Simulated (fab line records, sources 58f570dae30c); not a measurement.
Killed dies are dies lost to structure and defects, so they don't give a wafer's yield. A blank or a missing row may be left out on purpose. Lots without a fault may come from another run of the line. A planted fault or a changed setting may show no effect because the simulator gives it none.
Split-lot experiment | flow berkeley_cmos170 | 5 lots, 23 wafers read, on a route of 331 steps

THE SPLIT
At UCB170_ACTIVE_STRIP_16 (strips in O2), the setting power_w was moved away from the recipe's 400 W on 6 of the 23 wafers read, by -11.6% to +10.3%. The other wafers ran this setting at the recipe's value.

The reading is taken at the split's own step.

THE READING
oes_product_au, in a.u., at UCB170_ACTIVE_STRIP_16 (strips in O2). Fault-free wafers of this fab line usually give 0.721 a.u., standard deviation 0.0043 a.u..

wafer  | tool, chamber at the split | power_w as run, W | against the recipe | oes_product_au, a.u. | against lot-mates on the recipe
L078.1 | plasma_asher-01, 0         | 400               | recipe             | 0.721                | -
L078.4 | plasma_asher-01, 0         | 400               | recipe             | 0.716                | -
L078.5 | plasma_asher-01, 0         | 400               | recipe             | 0.729                | -
L079.1 | plasma_asher-01, 1         | 400               | recipe             | 0.726                | -
L079.2 | plasma_asher-01, 0         | 441.2             | +10.3%             | 0.755                | +0.029
L079.4 | plasma_asher-01, 1         | 441.2             | +10.3%             | 0.754                | +0.028
L079.5 | plasma_asher-01, 1         | 400               | recipe             | 0.727                | -
L079.6 | plasma_asher-01, 0         | 441.2             | +10.3%             | 0.756                | +0.030
L081.1 | plasma_asher-01, 1         | 400               | recipe             | 0.726                | -
L081.2 | plasma_asher-01, 0         | 400               | recipe             | 0.720                | -
L081.3 | plasma_asher-01, 0         | 400               | recipe             | 0.727                | -
L081.5 | plasma_asher-01, 0         | 400               | recipe             | 0.727                | -
L081.6 | plasma_asher-01, 1         | 400               | recipe             | 0.716                | -
L080.1 | plasma_asher-01, 0         | 400               | recipe             | 0.715                | -
L080.3 | plasma_asher-01, 1         | 400               | recipe             | 0.730                | -
L080.4 | plasma_asher-01, 0         | 400               | recipe             | 0.722                | -
L080.5 | plasma_asher-01, 1         | 400               | recipe             | 0.722                | -
L080.6 | plasma_asher-01, 0         | 400               | recipe             | 0.723                | -
L084.1 | plasma_asher-01, 1         | 353.7             | -11.6%             | 0.676                | -0.039
L084.2 | plasma_asher-01, 0         | 353.7             | -11.6%             | 0.676                | -0.039
L084.3 | plasma_asher-01, 0         | 400               | recipe             | 0.710                | -
L084.5 | plasma_asher-01, 1         | 400               | recipe             | 0.720                | -
L084.6 | plasma_asher-01, 0         | 353.7             | -11.6%             | 0.676                | -0.039

THE FIT
A straight line over all 23 wafers: oes_product_au changes by +0.00363 a.u. for each +1% of power_w; r = +0.97; the points scatter about the line by 0.0053 a.u..
The same after taking each lot's own level away (the mean of its wafers on the recipe; 23 wafers): +0.0031 a.u. for each +1%; r = +0.97; scatter 0.0044 a.u..
On that fit, the largest move of power_w shifts the reading by 0.036 a.u..
The lots' own levels span 0.7150 to 0.7265 a.u., that is 2.7 times the standard deviation above.
So the lot-to-lot level changes the slope: the two fits differ.
Check: with one of the wafers moved furthest among these (-11.6%) left out of the fit, the line predicts -0.0361 a.u. for it against its lot-mates. It came out at -0.039 a.u. against them.
Tool readings at the split's step, against how far the setting was moved: oes_product_au r = +0.97; strip_time_to_endpoint_s r = -0.94.

OTHER SPLITS ON THESE WAFERS
These wafers also went through other splits before the reading. Each is held against what the fit with the lots' levels taken away leaves over:
other split on the same wafers      | wafers away from the commonest value | r with oes_product_au (lot level and that fit taken away)
UCB170_START_OXIDATION_02 ox_time_s | 10                                   | -0.16
UCB170_NWELL_COAT_07 spin_rpm       | 6                                    | -0.19
UCB170_NWELL_ETCH_13 time_s         | 9                                    | +0.36
UCB170_PWELL_CVD_05 pressure_mtorr  | 15                                   | -0.19
UCB170_ACTIVE_OXIDATION_02 temp_c   | 10                                   | +0.00
UCB170_ACTIVE_COAT_08 spin_rpm      | 6                                    | +0.01

THE WHOLE CHAIN: every reading that the file lists as answering this split, in the file's order
step                   | what it does | reading                  | change (the file's fit)                   | r (the file's)
UCB170_ACTIVE_STRIP_16 | strips in O2 | oes_product_au           | +0.00312 a.u. for each +1% of the setting | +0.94
UCB170_ACTIVE_STRIP_16 | strips in O2 | strip_time_to_endpoint_s | withheld for each +1% of the setting      | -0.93

THE FILE'S OWN FIT
oes_product_au changes by +0.00312 a.u. for each +1% of power_w, r = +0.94.
